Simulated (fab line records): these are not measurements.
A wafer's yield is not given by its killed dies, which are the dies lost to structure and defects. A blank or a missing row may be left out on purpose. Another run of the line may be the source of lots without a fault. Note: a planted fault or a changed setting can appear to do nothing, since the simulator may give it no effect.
fab line records    flow rit_cmos    part 2 of 2: steps 35 to 35 of 35
[record] lots = 5  wafers = 23
route steps=202 shown ACTIVE@2 FOX2@25 NWELL@29 PWELL@40 PRETRO@72 GATE@89 M1@202
start_h: the number of hours between the record's first day and the start of the first shown wafer of the lot    wait_h: how many hours have passed since the lot's step before this one    " same as the row above    L1.1+2: several wafers, shown together as one row    - no value present, or no start provided    * or withheld: withheld    < > ~ a bound
route shown NAME@n: NAME is a module with steps in the file, n the number in the route of the first one    usual: mean and standard deviation over wafers with no fault    same: alike in all rows    chamber/n: place in a boat    sites: per-site readings    _std_site: standard deviation of those values    _edge_site: outer sites' mean less inner sites'    radius_mm: how far each site lies from the wafer's centre    mask NAME#n: copy n    behind: the tool/chamber that last shaped the wafer    hold: cause of the lot's hold/its duration in hours/its outcome    device: transistor that didn't switch, given as n, p or np    end of line: tests of these same wafers at the route's end    a step with no rows: only its recipe    killed: not the wafer's yield, but the dies lost to structure and defects at the first sort    map: dies across one wafer; x = killed, . = not, _ = none there
set.NAME: the setting the step ran with; set.NAME@STEP: the setting that earlier step ran with    model.NAME: the simulator's own value behind a step, which no gauge read
lots with deliberately changed settings; one table per step, one row per wafer
[[steps]]
[step RIT_M1_PROBE_99]
[usual] killed_at_M0_to_M3 = 0.0/0.12  killed_at_front_end = 5.9/2.9  killed_dies = 6.0/2.9  killed_open = 2.9/1.8  killed_short = 3.1/1.9
[same] gross_dies = 264  killed_at_M4_up = 0  killed_at_back_side = 0  killed_at_contacts = 0  killed_at_other = 0
lot.wafer  tool       chamber  start_h  wait_h  set.temp_c@ACTIVE_OXIDATION_01  set.dose_mj@GATE_EXPOSE_13  killed_at_M0_to_M3  killed_at_front_end  killed_dies  killed_open  killed_short  model.etest.nldd.width_nm  model.etest.nmos_0p15.drive_ua_um  model.etest.nmos_0p15.r_on_ohm_um  model.etest.pmos_0p15.r_on_ohm_um  model.etest.pmos_0p3.r_on_ohm_um  model.etest.pmos_turned.r_on_ohm_um
L081.1     prober-01  -        118.05   0.1     1000                            380                         0                   4                    4            1            3             3143                       447.6                              1146                               2807                               6378                              3481
L081.2     prober-01  -        118.10   0.1     1000                            358.1                       0                   170                  170          1            0             3160                       357.4                              1372                               3495                               6534                              4193
L081.3     prober-01  -        118.15   0.2     1000                            380                         0                   7                    7            2            5             3170                       443.8                              1194                               2853                               6343                              3518
L081.4     prober-01  -        118.20   0.2     1000                            358.1                       0                   106                  106          3            1             3147                       359.1                              1375                               3474                               6624                              4136
L081.6     prober-01  -        118.30   0.2     1000                            358.1                       0                   188                  188          7            7             3169                       363.7                              1341                               3506                               6736                              4150
L079.1     prober-02  -        119.55   0.1     1000                            380                         0                   4                    4            2            2             3195                       487.8                              1074                               2673                               6230                              3369
L079.2     prober-02  -        119.60   0.1     1000                            380                         0                   6                    6            3            3             3182                       481.2                              1097                               2689                               6320                              3385
L079.6     prober-02  -        119.80   0.2     1000                            380                         0                   11                   11           10           1             3206                       493.1                              1072                               2643                               6168                              3339
L084.1     prober-02  -        134.44   0.1     1025                            368.1                       0                   8                    8            5            3             2986                       396.7                              1301                               3240                               6604                              3925
L084.2     prober-02  -        134.49   0.1     1025                            380                         0                   7                    7            4            3             2964                       445.5                              1159                               2846                               6489                              3534
L084.3     prober-02  -        134.54   0.2     1025                            368.1                       0                   5                    5            2            3             2976                       388.9                              1292                               3223                               6630                              3899
L084.4     prober-02  -        134.59   0.2     1025                            380                         0                   10                   10           5            5             2978                       432                                1182                               2900                               6565                              3570
L084.6     prober-02  -        134.69   0.2     1025                            368.1                       0                   5                    5            2            3             3023                       379.1                              1278                               3300                               6764                              3970
L083.1     prober-01  -        135.94   0.1     978.9                           401                         0                   139                  139          1            5             3278                       644.8                              915.3                              2010                               5762                              2622
L083.2     prober-01  -        135.99   0.1     978.9                           380                         1                   5                    6            3            3             3299                       492.6                              1058                               2620                               5980                              3220
L083.4     prober-01  -        136.09   0.2     978.9                           380                         0                   2                    2            0            2             3289                       487.3                              1117                               2692                               6121                              3311
L083.5     prober-01  -        136.14   0.2     978.9                           401                         0                   170                  170          2            3             3295                       650.7                              897.7                              1999                               5865                              2633
L083.6     prober-01  -        136.19   0.2     978.9                           380                         0                   5                    5            5            0             3280                       490.8                              1066                               2637                               6100                              3227
L085.1     prober-02  -        139.45   0.1     988                             367.5                       0                   8                    8            4            4             3224                       404.7                              1213                               3051                               6340                              3670
L085.2     prober-02  -        139.50   0.1     988                             380                         0                   3                    3            1            2             3218                       446.9                              1157                               2753                               6168                              3393
L085.4     prober-02  -        139.60   0.2     988                             367.5                       0                   5                    5            2            3             3224                       402.6                              1275                               3173                               6456                              3831
L085.5     prober-02  -        139.65   0.2     988                             367.5                       0                   4                    4            1            3             3246                       391.3                              1294                               3115                               6324                              3745
L085.6     prober-02  -        139.70   0.2     988                             380                         0                   12                   12           3            9             3223                       456.1                              1131                               2664                               6099                              3277
// killed by level:class
L081.1 FOX1:geometric_particle:short=1 GATE:geometric_particle:short=1 REOX:geometric_particle:short=1 REOX:geometric_particle:open=1
L081.2 GATE:area_expose=169 GATE:geometric_particle:open=1
L081.3 GATE:geometric_particle:short=2 REOX:geometric_particle:short=2 REOX:geometric_particle:open=1 SILICIDE:geometric_particle:open=1 SILICIDE:geometric_particle:short=1
L081.4 GATE:area_expose=102 FOX2:geometric_particle:open=2 GATE:geometric_particle:short=1 GATE:geometric_particle:open=1
L081.6 GATE:area_expose=174 REOX:geometric_particle:short=3 GATE:geometric_particle:short=2 GATE:geometric_particle:open=2 SPACER:geometric_particle:open=2 SPACER:geometric_particle:short=2 ACTIVE:geometric_particle:open=1 FOX1:geometric_particle:open=1
L079.1 GATE:geometric_particle:short=2 FOX1:geometric_particle:open=1 GATE:geometric_particle:open=1
L079.2 GATE:geometric_particle:short=2 SPACER:geometric_particle:open=2 FOX2:geometric_particle:open=1 SPACER:geometric_particle:short=1
L079.6 GATE:geometric_particle:open=4 SILICIDE:geometric_particle:open=3 SPACER:geometric_particle:open=2 GATE:geometric_particle:short=1 REOX:geometric_particle:open=1
L084.1 FOX1:geometric_particle:open=2 FOX1:geometric_particle:short=2 GATE:geometric_particle:open=1 SPACER:geometric_particle:open=1 SPACER:geometric_particle:short=1 SILICIDE:geometric_particle:open=1
L084.2 FOX1:geometric_particle:open=3 GATE:geometric_particle:short=2 FOX1:geometric_particle:short=1 GATE:geometric_particle:open=1
L084.3 GATE:geometric_particle:short=2 GATE:geometric_particle:open=1 SILICIDE:geometric_particle:open=1 SILICIDE:geometric_particle:short=1
L084.4 GATE:geometric_particle:short=3 FOX1:geometric_particle:open=2 FOX1:geometric_particle:short=1 FOX2:geometric_particle:open=1 GATE:geometric_particle:open=1 REOX:geometric_particle:open=1 REOX:geometric_particle:short=1
L084.6 ACTIVE:geometric_particle:short=1 FOX1:geometric_particle:short=1 GATE:geometric_particle:short=1 REOX:geometric_particle:open=1 SILICIDE:geometric_particle:open=1
L083.1 GATE:area_expose=133 FOX1:geometric_particle:short=1 FOX2:geometric_particle:short=1 GATE:geometric_particle:short=1 REOX:geometric_particle:short=1 SPACER:geometric_particle:short=1 SILICIDE:geometric_particle:open=1
L083.2 FOX1:geometric_particle:open=1 GATE:geometric_particle:short=1 GATE:geometric_particle:open=1 SPACER:geometric_particle:open=1 SPACER:geometric_particle:short=1 M1:geometric_particle:short=1
L083.4 GATE:geometric_particle:short=2
L083.5 GATE:area_expose=165 FOX1:geometric_particle:open=1 GATE:geometric_particle:open=1 GATE:geometric_particle:short=1 REOX:geometric_particle:short=1 SILICIDE:geometric_particle:short=1
L083.6 SILICIDE:geometric_particle:open=3 FOX2:geometric_particle:open=1 SPACER:geometric_particle:open=1
L085.1 GATE:geometric_particle:short=3 REOX:geometric_particle:open=2 FOX1:geometric_particle:open=1 GATE:geometric_particle:open=1 SPACER:geometric_particle:short=1
L085.2 FOX1:geometric_particle:open=1 FOX2:geometric_particle:short=1 GATE:geometric_particle:short=1
L085.4 GATE:geometric_particle:short=2 GATE:geometric_particle:open=1 REOX:geometric_particle:open=1 SPACER:geometric_particle:short=1
L085.5 GATE:geometric_particle:short=1 GATE:geometric_particle:open=1 SPACER:geometric_particle:short=1 SILICIDE:geometric_particle:short=1
L085.6 FOX1:geometric_particle:short=3 GATE:geometric_particle:short=3 GATE:geometric_particle:open=2 REOX:geometric_particle:short=2 SPACER:geometric_particle:short=1 SILICIDE:geometric_particle:open=1
[[key]]
[split] step = RIT_ACTIVE_OXIDATION_01  setting = temp_c  stated = 1000  by = lot
[response] step = RIT_ACTIVE_OXIDATION_01  reading = model.SiO2_of_ACTIVE_OXIDATION_01.thk_nm  change = +4.93  per = 1%  r = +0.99
[response] step = RIT_ACTIVE_THK_MEAS_02  reading = ACTIVE_OXIDE_THK  change = +4.94  per = 1%  r = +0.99
[response] step = RIT_FOX2_WET_ETCH_03  reading = model.SiO2_of_ACTIVE_OXIDATION_01.thk_nm  change = +4.36  per = 1%  r = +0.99
[response] step = RIT_M1_PROBE_99  reading = model.etest.nldd.width_nm  change = -65  per = 1%  r = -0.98
[split] step = RIT_ACTIVE_EXPOSE_08  setting = dose_mj  stated = 225  by = wafer
[response] step = RIT_ACTIVE_CD_MEAS_11  reading = cd_nm  change = -2.85  per = 1%  r = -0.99
[response] step = RIT_ACTIVE_ETCH_13  reading = model.ACTIVE.cd_nm  change = -2.85  per = 1%  r = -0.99
[response] step = RIT_ACTIVE_CD_MEAS_90  reading = cd_nm  change = -2.86  per = 1%  r = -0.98
[split] step = RIT_ACTIVE_ETCH_13  setting = pressure_mtorr  stated = 260  by = lot
response none clear
[split] step = RIT_NWELL_COAT_01  setting = resist_thk_nm  stated = 1300  by = wafer
[response] step = RIT_NWELL_COAT_01  reading = model.NOVOLAK_of_NWELL_COAT_01.thk_nm  change = +12.9  per = 1%  r = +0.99
[response] step = RIT_NWELL_HARDBAKE_07  reading = model.NOVOLAK_of_NWELL_COAT_01.thk_nm  change = +11.1  per = 1%  r = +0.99
[split] step = RIT_PWELL_COAT_01  setting = spin_rpm  stated = 2000  by = wafer
[response] step = RIT_PWELL_COAT_01  reading = model.NOVOLAK_of_PWELL_COAT_01.thk_nm  change = -6.79  per = 1%  r = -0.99
[response] step = RIT_PWELL_HARDBAKE_07  reading = model.NOVOLAK_of_PWELL_COAT_01.thk_nm  change = -5.84  per = 1%  r = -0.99
[split] step = RIT_PRETRO_IMPLANT_08  setting = dose_cm2  stated = 1.2e+13  by = wafer
[response] step = RIT_PRETRO_TW_MEAS_10  reading = PRETRO_TW  change = +1.4  per = 1%  r = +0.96
[split] step = RIT_GATE_EXPOSE_13  setting = dose_mj  stated = 380  by = wafer
[response] step = RIT_GATE_DEVELOP_15  reading = model.GATE.cd_nm  change = -5.3  per = 1%  r = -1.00
[response] step = RIT_GATE_CD_MEAS_16  reading = cd_nm  change = -5.3  per = 1%  r = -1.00
[response] step = RIT_GATE_CD_MEAS_90  reading = cd_nm  change = -5.33  per = 1%  r = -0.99
[response] step = RIT_M1_PROBE_99  reading = model.etest.pmos_0p15.r_on_ohm_um  change = -117  per = 1%  r = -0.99
[response] step = RIT_M1_PROBE_99  reading = model.etest.pmos_turned.r_on_ohm_um  change = -116  per = 1%  r = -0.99
[response] step = RIT_M1_PROBE_99  reading = model.etest.pmos_0p3.r_on_ohm_um  change = -49.6  per = 1%  r = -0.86
[response] step = RIT_M1_PROBE_99  reading = model.etest.nmos_0p15.r_on_ohm_um  change = -33.5  per = 1%  r = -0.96
[response] step = RIT_M1_PROBE_99  reading = model.etest.nmos_0p15.drive_ua_um  change = +20.1  per = 1%  r = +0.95
